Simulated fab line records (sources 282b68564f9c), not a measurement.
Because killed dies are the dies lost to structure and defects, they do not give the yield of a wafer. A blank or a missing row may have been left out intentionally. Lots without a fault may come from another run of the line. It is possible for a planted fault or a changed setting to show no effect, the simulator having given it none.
Struck lot and sound lot, side by side -- flow ritCmos -- 28 steps out of a route of 202
Sound: wafers L733.2, L733.4, L733.5. Struck: wafers L737.2, L737.3, L737.6. The cause is given at the end.
For every step that has rows: the tool of each side, followed by ch and its chambers, followed by its first start. Under that, the readings that differ: sound wafers -- struck wafers -- difference of the means -- sigmas: that difference in standard deviations of wafers without a fault.
alike: same words and numbers on both sides, and readings whose means sit less than 2 such deviations apart. not compared: any withheld reading, any reading some wafer has no value for, any bound like >300 that may hide the same value, and any number with overlapping values for which the record gives no deviation.
Wherever a step has rows on one side only, a row that says differs or no value, or a row with sigmas, the two part there. Non-overlapping numbers with no deviation appear without sigmas and do not part them. A reading missing from all wafers of one side parts the sides only when that side holds two or more wafers.

RIT_ACTIVE_BOW_MEAS_00:
  sound on filmMetro-04 at day 1 10:01; struck on filmMetro-04 at day 2 06:01
  alike: INCOMING_BOW
RIT_ACTIVE_OXIDATION_01: target thk 46.8 nm, ox time 3360 s.
  sound on furnace-04 ch 0, day 1 10:52; struck on furnace-03 ch 0, day 2 08:13
RIT_ACTIVE_THK_MEAS_02:
  sound on filmMetro-02 at day 1 12:48; struck on filmMetro-02 at day 2 10:13
reading,sound,struck,difference,sigmas
ACTIVE_OXIDE_THK (nm),49.6 48.9 48.4,76.9 76.5 75.0,+27.2,+33
then, 1 step without rows for these wafers: RIT_ACTIVE_CVD_03 (deposits Si3N4 from SiH2Cl2/NH3, target thk 150 nm, time 1500 s).
RIT_ACTIVE_THK_MEAS_04:
  sound on filmMetro-01 at day 1 14:17; struck on filmMetro-01 at day 2 11:42
  alike: ACTIVE_NITRIDE_THK
then, 6 steps without rows for these wafers: RIT_ACTIVE_HMDS_05 (prime time 60 s); RIT_ACTIVE_COAT_06 (resist thk 1000 nm); RIT_ACTIVE_SOFTBAKE_07 (time 60 s); RIT_ACTIVE_EXPOSE_08 (exposes mask M1, target cd 1400 nm); RIT_ACTIVE_PEB_09; RIT_ACTIVE_DEVELOP_10 (develop time 50 s).
RIT_ACTIVE_CD_MEAS_11: target cd 1400 nm.
  sound on cdSem-02 at day 1 15:19; struck on cdSem-02 at day 2 12:56
  alike: cdNm
then, 1 step without rows for these wafers: RIT_ACTIVE_HARDBAKE_12 (time 60 s).
RIT_ACTIVE_ETCH_13: etches Si3N4 in SF6, stops on SiO2, time 210 s, target depth 210 nm.
  sound on rieDiel-01 ch 0,3, day 1 15:34; struck on rieDiel-01 ch 0,2,3, day 2 13:19
reading,sound,struck,difference,sigmas
model.SiO2_of_ACTIVE_OXIDATION_01.thkNm (nm),49.63 48.97 48.4,76.87 76.46 74.96,+27.10,
  alike: drypumpMotorCurrentA, oesProductAu, throttleValvePct
  not compared: rfHoursCounterH
RIT_ACTIVE_STRIP_14: strips in O2, time 180 s.
  sound on plasmaAsher-04 ch 0,1, day 1 15:42; struck on plasmaAsher-04 ch 0,1, day 2 13:34
  alike: drypumpMotorCurrentA
  not compared: rfHoursCounterH
RIT_ACTIVE_CD_MEAS_90: target cd 1400 nm.
  sound on cdSem-01 at day 1 15:54; struck on cdSem-01 at day 2 13:46
  alike: cdNm
then, 4 steps without rows for these wafers: RIT_ACTIVE_CLEAN_15 (cleans in SC1, time 600 s); RIT_ACTIVE_CLEAN_16 (cleans in dHF, time 30 s); RIT_ACTIVE_CLEAN_17 (cleans in SC2, time 600 s); RIT_FOX1_OXIDATION_00 (target thk 350.7 nm, ox time 1130 s).
RIT_FOX1_THK_MEAS_01:
  sound on filmMetro-03 at day 1 18:38; struck on filmMetro-03 at day 2 15:49
  alike: FOX1_OXIDE_THK
then, 2 steps without rows for these wafers: RIT_FOX1_WET_ETCH_02 (etches SiO2 in BOE, target depth 350 nm, time 390 s); RIT_FOX2_OXIDATION_00 (target thk 350.7 nm, ox time 1130 s).
RIT_FOX2_THK_MEAS_01:
  sound on filmMetro-02 at day 1 20:07; struck on filmMetro-02 at day 2 17:18
  alike: FOX2_OXIDE_THK
then, 1 step without rows for these wafers: RIT_FOX2_CLEAN_02 (cleans in dHF, time 180 s).
RIT_FOX2_WET_ETCH_03: etches Si3N4 in H3PO4, target depth 195 nm, time 2700 s.
  sound on wetBench-04 ch 1, day 1 20:17; struck on wetBench-04 ch 3, day 2 17:40
reading,sound,struck,difference,sigmas
model.SiO2_of_ACTIVE_OXIDATION_01.thkNm (nm),44.15 43.55 43.04,68.23 67.85 66.52,+23.95,
RIT_FOX2_THK_MEAS_90:
  sound on filmMetro-03 at day 1 21:03; struck on filmMetro-02 at day 2 18:26
  alike: FIELD_OXIDE_LEFT_1_THK
RIT_M1_PROBE_99:
  rows exist in the record for the struck wafers here (prober-01, day 4 13:32), but not for the sound ones

## WHERE THEY PART
At RIT_ACTIVE_THK_MEAS_02 first; at RIT_M1_PROBE_99 last (within this record only).

WHY: the cause the simulator had injected
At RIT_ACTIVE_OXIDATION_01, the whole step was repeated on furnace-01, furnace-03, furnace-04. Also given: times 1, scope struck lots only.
